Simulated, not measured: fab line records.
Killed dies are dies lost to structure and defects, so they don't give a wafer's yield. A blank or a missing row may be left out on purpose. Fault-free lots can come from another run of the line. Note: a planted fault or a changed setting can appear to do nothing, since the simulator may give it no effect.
What tool caused it? / flow berkeley-cmos170 / Sampling: 6 lots, 17 wafers, 2 of 331 route steps

== WHAT EACH GAUGE READ, for each wafer ==
UCB170_SILICIDE_RS_MEAS_02: the measuring method here is four-point-probe.
lot=L799; measured=day 7 17:24; on=film-metro-02; SILICIDE_TI_RS (ohm/sq)=26.0 26.3 26.4
lot=L803; measured=day 8 00:45; on=film-metro-01; SILICIDE_TI_RS (ohm/sq)=25.9 25.7 25.7
lot=L807; measured=day 8 23:19; on=film-metro-02; SILICIDE_TI_RS (ohm/sq)=26.5 26.4 26.5
lot=L809; measured=day 9 05:14; on=film-metro-03; SILICIDE_TI_RS (ohm/sq)=26.0 26.1 26.2
lot=L810; measured=day 9 14:19; on=film-metro-03; SILICIDE_TI_RS (ohm/sq)=16.9 26.2 17.0 26.4
lot=L818; measured=day 11 04:29; on=film-metro-02; SILICIDE_TI_RS (ohm/sq)=25.9 25.9 25.8

== TOOL THAT RAN EACH LOT (tool first, then ch and the chambers of the sampled wafers, then the start) ==
lot=L799; UCB170_SILICIDE_SPUTTER_01=pvd-sputter-03, day 7 17:22
lot=L803; UCB170_SILICIDE_SPUTTER_01=pvd-sputter-04, day 8 00:42
lot=L807; UCB170_SILICIDE_SPUTTER_01=pvd-sputter-01, day 8 23:17
lot=L809; UCB170_SILICIDE_SPUTTER_01=pvd-sputter-03, day 9 05:12
lot=L810; UCB170_SILICIDE_SPUTTER_01=pvd-sputter-03, day 9 14:17
lot=L818; UCB170_SILICIDE_SPUTTER_01=pvd-sputter-01, day 11 04:28
- UCB170_SILICIDE_SPUTTER_01: material Ti, target thk 30 nm, time 25 s.

== THE ANSWER, worked out from the rows above alone ==
Rule: what is usual is taken from the lots themselves. Put in order of their means at a reading, lots are off if they are a third of the lots or fewer, leave a main group of 4 or more, and stand apart from it by a gap of 3 or more times the standard deviation of the main group's means; of several such gaps the widest counts. The tables above print the reading to a certain number of digits; a main group whose means all agree to those digits is not used. A lot without any number at a reading at which 4 lots or more have one is off too. All remaining lots with rows at the step are treated as sound.
Off: L810, at UCB170_SILICIDE_RS_MEAS_02 (SILICIDE_TI_RS). Mean 26.1 ohm/sq and standard deviation 0.25 in the main group.
If a tool, at a process step before that reading, ran all the lots that are off and no sound lot after the first of them, it fits. Those tools and the gauges at UCB170_SILICIDE_RS_MEAS_02 are tried in the same way. Undecided on this evidence; 2 tools fit (pvd-sputter-03 at UCB170_SILICIDE_SPUTTER_01, film-metro-03 at UCB170_SILICIDE_RS_MEAS_02).

== WHAT WAS PUT IN BY THE SIMULATOR ==
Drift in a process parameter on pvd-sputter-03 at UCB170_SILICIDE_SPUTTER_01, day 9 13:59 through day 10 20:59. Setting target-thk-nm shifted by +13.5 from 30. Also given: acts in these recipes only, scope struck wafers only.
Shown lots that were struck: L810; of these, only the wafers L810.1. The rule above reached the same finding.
